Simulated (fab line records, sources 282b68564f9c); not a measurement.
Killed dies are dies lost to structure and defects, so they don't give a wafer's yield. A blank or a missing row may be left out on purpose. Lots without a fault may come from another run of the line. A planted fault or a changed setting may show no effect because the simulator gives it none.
One fault seen from 2 desks | flow rit_cmos | each desk has only its own numbers; what lay behind them comes last

THE TOOL OWNER'S DESK: implanter-01
The tool's own readings at RIT_NWELL_IMPLANT_08: means of the sampled wafers that have a number, for each lot that ran on this tool. A lot is out of limits, marked OUT, if its mean lies more than 4 standard deviations from the usual mean; the brackets give that distance.
Columns: A = beam_energy_keV at RIT_NWELL_IMPLANT_08, usual 169.99; B = dose_ions_cm2 at RIT_NWELL_IMPLANT_08, usual 5e+13; C = faraday_current_uA at RIT_NWELL_IMPLANT_08, usual 159
lot  | first seen here | A      | B                       | C
L596 | day 3 05:12     | 169.99 | 5e+13                   | 155
L597 | day 3 08:35     | 169.94 | 5e+13                   | 159
L601 | day 4 01:13     | 170.02 | 5e+13                   | 157
L603 | day 4 14:22     | 170.03 | 5e+13                   | 158
L605 | day 4 20:19     | 169.99 | 7e+13 (+99 or more) OUT | 227 (+21) OUT
L606 | day 5 04:44     | 169.92 | 7e+13 (+99 or more) OUT | 225 (+21) OUT
This desk's finding: out of limits on L605, L606; first on L605, day 4 20:19 (dose_ions_cm2 at RIT_NWELL_IMPLANT_08). In limits: L596, L597, L601, L603.

THE METROLOGY DESK
What the gauges read, lot by lot, whatever tool the lot ran on: means of the sampled wafers that have a number. A lot is out of limits, marked OUT, if its mean lies more than 4 standard deviations from the usual mean; the brackets give that distance.
Columns: A = NWELL_TW at RIT_NWELL_TW_MEAS_10, usual 2140; B = NWELL_RS at RIT_WELLDRIVE_RS_MEAS_01, usual 275.7 ohm/sq
lot  | first seen here | A               | B
L591 | day 1 21:51     | 2161            | 274.9
L594 | day 2 16:00     | 2134            | 276.5
L595 | day 3 01:32     | 2156            | 275.1
L596 | day 3 05:31     | 2152            | 275.2
L597 | day 3 08:55     | 2158            | 275.5
L599 | day 3 17:30     | 2113            | 275.1
L601 | day 4 01:31     | 2112            | 275.6
L602 | day 4 05:37     | 2169            | 275.7
L603 | day 4 14:42     | 2111            | 276.2
L604 | day 4 19:55     | 2109            | 275.3
L605 | day 4 20:37     | 2361 (+8.8) OUT | 222.8 (-72) OUT
L606 | day 5 05:04     | 2422 (+11) OUT  | 223.8 (-71) OUT
L608 | day 5 10:31     | 2168            | 276.0
L614 | day 6 17:58     | 2106            | 276.7
This desk's finding: out of limits on L605, L606; first on L605, day 4 20:37 (NWELL_TW at RIT_NWELL_TW_MEAS_10). In limits: L591, L594, L595, L596, L597, L599, L601, L602, L603, L604, L608, L614.

PUT TOGETHER
The tool owner's desk could have raised an alarm at day 4 20:19, on L605, L606.
The metrology desk could have raised an alarm at day 4 20:37, on L605, L606.
Of the lots named, all ran RIT_NWELL_IMPLANT_08 on implanter-01.

WHAT THE SIMULATOR HAD PUT IN
Process parameter drift: implanter-01, from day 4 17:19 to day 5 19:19, at RIT_NWELL_IMPLANT_08. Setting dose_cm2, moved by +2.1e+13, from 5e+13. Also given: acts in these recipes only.
Lots struck among those shown: L605, L606.
Hours from the fault's start to each desk's first reading out of limits: the tool owner's desk, 3; the metrology desk, 3.
